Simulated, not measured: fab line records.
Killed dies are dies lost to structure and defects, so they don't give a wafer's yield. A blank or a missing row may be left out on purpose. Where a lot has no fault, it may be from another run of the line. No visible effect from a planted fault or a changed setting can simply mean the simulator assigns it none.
The same fault as seen by 2 desks	flow berkeley cmos170	every desk sees just its own numbers, and what lay behind them comes last

## METROLOGY DESK
Lot by lot, what the gauges showed, no matter which tool ran the lot: averages of those sampled wafers that carry a number. The brackets show how far a lot's mean lies from the usual mean; more than 4 standard deviations puts the lot out of limits, marked OUT.
Columns: A = NLDD_TW at UCB170_NLDD_TW_MEAS_11, usual 2205; B = NLDD_RS at UCB170_SDANNEAL_RS_MEAS_05, usual 617.1 ohm/sq
lot	first seen here	A	B
L833	day 7 08:34	2207	617.0
L835	day 7 18:39	2170	616.9
L834	day 7 18:54	2169	617.2
L836	day 8 06:58	2218	617.0
L838	day 8 07:32	2203	617.0
L837	day 8 07:46	2152	615.9
L840	day 8 22:07	2214	616.9
L839	day 8 22:50	2196	617.0
L842	day 9 09:17	2203	616.0
L845	day 10 01:40	2221	616.7
L848	day 10 16:27	2285	587.4 (-25) OUT
L851	day 11 04:28	2288	584.5 (-27) OUT
L854	day 11 19:48	2231	617.9
L855	day 11 20:47	2236	618.2
Per this desk, out of limits: L848, L851; the first was L848, day 11 04:10 (NLDD_RS at UCB170_SDANNEAL_RS_MEAS_05). Within limits: L833, L835, L834, L836, L838, L837, L840, L839, L842, L845, L854, L855.

## FOR THE TOOL OWNER'S DESK: implanter-01
The tool's own readings at UCB170_NLDD_IMPLANT_09, given as means over the sampled wafers that have a number, one for each lot that went through this tool. The brackets show how far a lot's mean lies from the usual mean; more than 4 standard deviations puts the lot out of limits, marked OUT.
Columns: A = beam energy keV at UCB170_NLDD_IMPLANT_09, usual 30.000
lot	first seen here	A
L834	day 7 18:40	29.997
L836	day 8 06:41	30.000
L837	day 8 07:31	30.001
L839	day 8 22:35	29.999
L842	day 9 09:02	29.994
L848	day 10 16:13	36.597 (+99 or more) OUT
L851	day 11 04:14	36.611 (+99 or more) OUT
This desk's verdict: out of limits on L848, L851, starting with L848 at day 10 16:13 (beam energy keV at UCB170_NLDD_IMPLANT_09). Within limits: L834, L836, L837, L839, L842.

## ALL TOGETHER
An alarm could have come from the tool owner's desk at day 10 16:13, on L848, L851.
Metrology desk: alarm possible at day 11 04:10 on L848, L851.
All the named lots went through UCB170_NLDD_IMPLANT_09 on implanter-01.

## WHAT THE SIMULATOR HAD INSERTED
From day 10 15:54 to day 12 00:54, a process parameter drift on implanter-01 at UCB170_NLDD_IMPLANT_09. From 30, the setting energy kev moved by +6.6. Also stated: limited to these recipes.
Lots struck among those shown: L848, L851.
Hours from the fault's start to each desk's first reading out of limits: the tool owner's desk, 0; the metrology desk, 12.
